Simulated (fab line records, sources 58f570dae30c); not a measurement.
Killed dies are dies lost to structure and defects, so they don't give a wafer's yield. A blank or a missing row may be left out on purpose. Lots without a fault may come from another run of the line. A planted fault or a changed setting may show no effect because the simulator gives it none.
Which tool did it? | flow berkeley_cmos170 | 6 lots, 18 wafers sampled, at 3 steps of a route of 331

WHAT THE GAUGES READ, wafer by wafer
UCB170_M3_RS_MEAS_02: measures by four-point-probe.
lot  | measured     | on            | M3_AL_RS (ohm/sq)
L752 | day 9 08:44  | film_metro-04 | 0.0315 0.0316 0.0316
L754 | day 9 19:55  | film_metro-01 | 0.0321 0.0323 0.0320
L758 | day 11 01:01 | film_metro-01 | 0.0321 0.0321 0.0320
L761 | day 11 11:53 | film_metro-04 | 0.0324 0.0323 0.0322
L760 | day 11 14:23 | film_metro-02 | 0.0313 0.0313 0.0316
L771 | day 12 20:02 | film_metro-02 | 0.0323 0.0326 0.0170

WHICH TOOL RAN EACH LOT (tool, then ch and the chambers of the sampled wafers, then the start)
lot  | UCB170_V2_STRIP_15                   | UCB170_M3_SPUTTER_01
L752 | plasma_asher-04 ch 0,1, day 9 08:20  | pvd_sputter-02, day 9 08:38
L754 | plasma_asher-04 ch 0,1, day 9 19:32  | pvd_sputter-01, day 9 19:50
L758 | plasma_asher-03 ch 0,1, day 11 00:39 | pvd_sputter-01, day 11 00:54
L761 | plasma_asher-04 ch 0,1, day 11 11:29 | pvd_sputter-02, day 11 11:47
L760 | plasma_asher-03 ch 0,1, day 11 13:59 | pvd_sputter-01, day 11 14:17
L771 | plasma_asher-02 ch 0,1, day 12 19:38 | pvd_sputter-01, day 12 19:55
- UCB170_V2_STRIP_15: strips in O2.
- UCB170_M3_SPUTTER_01: material Al, target thk 900 nm, time 120 s.

THE ANSWER, worked out from the rows above alone
Rule: what is usual is taken from the lots themselves. Put in order of their means at a reading, lots are off if they are a third of the lots or fewer, leave a main group of 4 or more, and stand apart from it by a gap of 3 or more times the standard deviation of the main group's means; of several such gaps the widest counts. A main group whose means are all the same, to the digits that the tables above print for the reading, isn't used. A lot without any number at a reading at which 4 lots or more have one is off too. The other lots that the step has rows for count as sound.
Off: L771, at UCB170_M3_RS_MEAS_02 (M3_AL_RS). The main group: mean 0.0319 ohm/sq, standard deviation 0.00035.
A tool fits if, at a process step before that reading, it ran every lot that is off, and no sound lot after the first of them. The gauges at UCB170_M3_RS_MEAS_02 are tried like those tools. Can't be told from this: 3 tools fit, plasma_asher-02 at UCB170_V2_STRIP_15, pvd_sputter-01 at UCB170_M3_SPUTTER_01, film_metro-02 at UCB170_M3_RS_MEAS_02.

WHAT THE SIMULATOR HAD PUT IN
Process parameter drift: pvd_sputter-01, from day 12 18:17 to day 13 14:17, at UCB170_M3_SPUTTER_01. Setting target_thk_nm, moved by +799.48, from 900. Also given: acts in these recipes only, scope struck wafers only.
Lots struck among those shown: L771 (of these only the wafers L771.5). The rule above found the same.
